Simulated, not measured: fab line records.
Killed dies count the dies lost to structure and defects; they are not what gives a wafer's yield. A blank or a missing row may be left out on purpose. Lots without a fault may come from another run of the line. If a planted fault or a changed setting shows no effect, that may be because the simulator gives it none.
Split-lot study    flow berkeley_cmos170    route with 331 steps; 5 lots, 23 wafers read

## THE SPLIT ITSELF
At UCB170_M3_PEB_13, the setting peb_temp_c was moved away from the recipe's 130 C on 8 of the 23 wafers read, by -2.8% to +1.8%. The other wafers ran this setting at the recipe's value.

## FROM THE SPLIT TO THE READING: what the file shows between them, 5 steps
- UCB170_M3_DEVELOP_14: develop time 45 s
- UCB170_M3_CD_MEAS_15: target cd 700 nm
- UCB170_M3_ETCH_17: etches BARC in N2/H2
- UCB170_M3_METAL_ETCH_18: etches Al in Cl2/BCl3, stops on SiO2, target depth 1170 nm, time 195 s
- UCB170_M3_STRIP_19: strips in O2

## THE READING
At UCB170_M3_CD_MEAS_90: cd_nm in nanometres, against a target cd of 700 nm. On this fab line, fault-free wafers typically give 700 nm with a standard deviation of 4 nm.

wafer   tool, chamber at the split  peb_temp_c as run, C  against the recipe  cd_nm, nm  against lot-mates on the recipe
L078.1  litho_track-03, 0           130                   recipe              701        -
L078.2  litho_track-03, 0           130                   recipe              700        -
L078.3  litho_track-03, 0           130                   recipe              702        -
L078.5  litho_track-03, 0           130                   recipe              701        -
L078.6  litho_track-03, 0           130                   recipe              701        -
L079.1  litho_track-02, 0           130                   recipe              697        -
L079.3  litho_track-02, 0           130                   recipe              698        -
L079.4  litho_track-02, 0           126.3                 -2.8%               728        +30
L079.5  litho_track-02, 0           126.3                 -2.8%               724        +26
L079.6  litho_track-02, 0           126.3                 -2.8%               730        +32
L077.1  litho_track-03, 0           130                   recipe              694        -
L077.2  litho_track-03, 0           130                   recipe              700        -
L077.3  litho_track-03, 0           130                   recipe              699        -
L080.1  litho_track-01, 0           132.3                 +1.8%               688        -14
L080.2  litho_track-01, 0           132.3                 +1.8%               687        -15
L080.4  litho_track-01, 0           130                   recipe              702        -
L080.5  litho_track-01, 0           130                   recipe              700        -
L080.6  litho_track-01, 0           130                   recipe              704        -
L081.1  litho_track-03, 0           128.9                 -0.8%               712        +12
L081.2  litho_track-03, 0           130                   recipe              699        -
L081.3  litho_track-03, 0           128.9                 -0.8%               711        +10
L081.5  litho_track-03, 0           130                   recipe              702        -
L081.6  litho_track-03, 0           128.9                 -0.8%               712        +12

FIT RESULTS
A straight line over all 23 wafers: cd_nm changes by -9.16 nm for each +1% of peb_temp_c; r = -0.97; the points scatter about the line by 2.7 nm.
The same after taking each lot's own level away (the mean of its wafers on the recipe; 23 wafers): -10 nm for each +1%; r = -0.99; scatter 2.1 nm.
On that fit, the largest move of peb_temp_c shifts the reading by 29 nm.
The span of the lots' own levels, 697.5 to 702.0 nm, comes to 1.1 times the standard deviation stated above.
Consequently the slope shifts little with the lot-to-lot level, the two slopes agreeing.
Check: with one of the wafers moved furthest among these (-2.8%) left out of the fit, the line predicts +29 nm for it against its lot-mates. Against them it came out at +30.5 nm.

## OTHER SPLITS APPLIED TO THESE WAFERS
Before the reading, these wafers also passed through other splits. Each is held against what the fit with the lots' levels taken away leaves over:
other split on the same wafers   wafers away from the commonest value  r with cd_nm (lot level and that fit taken away)
UCB170_V2_CVD_00 rf_w            8                                     +0.19
UCB170_M3_SPUTTER_01 time_s      7                                     -0.20
UCB170_M3_COAT_05 resist_thk_nm  8                                     -0.10

## THE WHOLE CHAIN: every reading that the file lists as answering this split, in the file's order
step                     what it does                                                            reading                                                    change (the file's fit)               r (the file's)
UCB170_M3_CD_MEAS_15     target cd 700 nm                                                        cd_nm                                                      -9.52 nm for each +1% of the setting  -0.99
UCB170_M3_ETCH_17        etches BARC in N2/H2                                                    M3.cd_nm (the simulator's own value, which no gauge read)  -9.44 nm for each +1% of the setting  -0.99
UCB170_M3_METAL_ETCH_18  etches Al in Cl2/BCl3, stops on SiO2, target depth 1170 nm, time 195 s  M3.cd_nm (the simulator's own value, which no gauge read)  -9.95 nm for each +1% of the setting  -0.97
UCB170_M3_CD_MEAS_90     target cd 700 nm                                                        cd_nm                                                      -9.97 nm for each +1% of the setting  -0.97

## FILE'S OWN FIT
cd_nm changes by -9.97 nm for each +1% of peb_temp_c, r = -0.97.
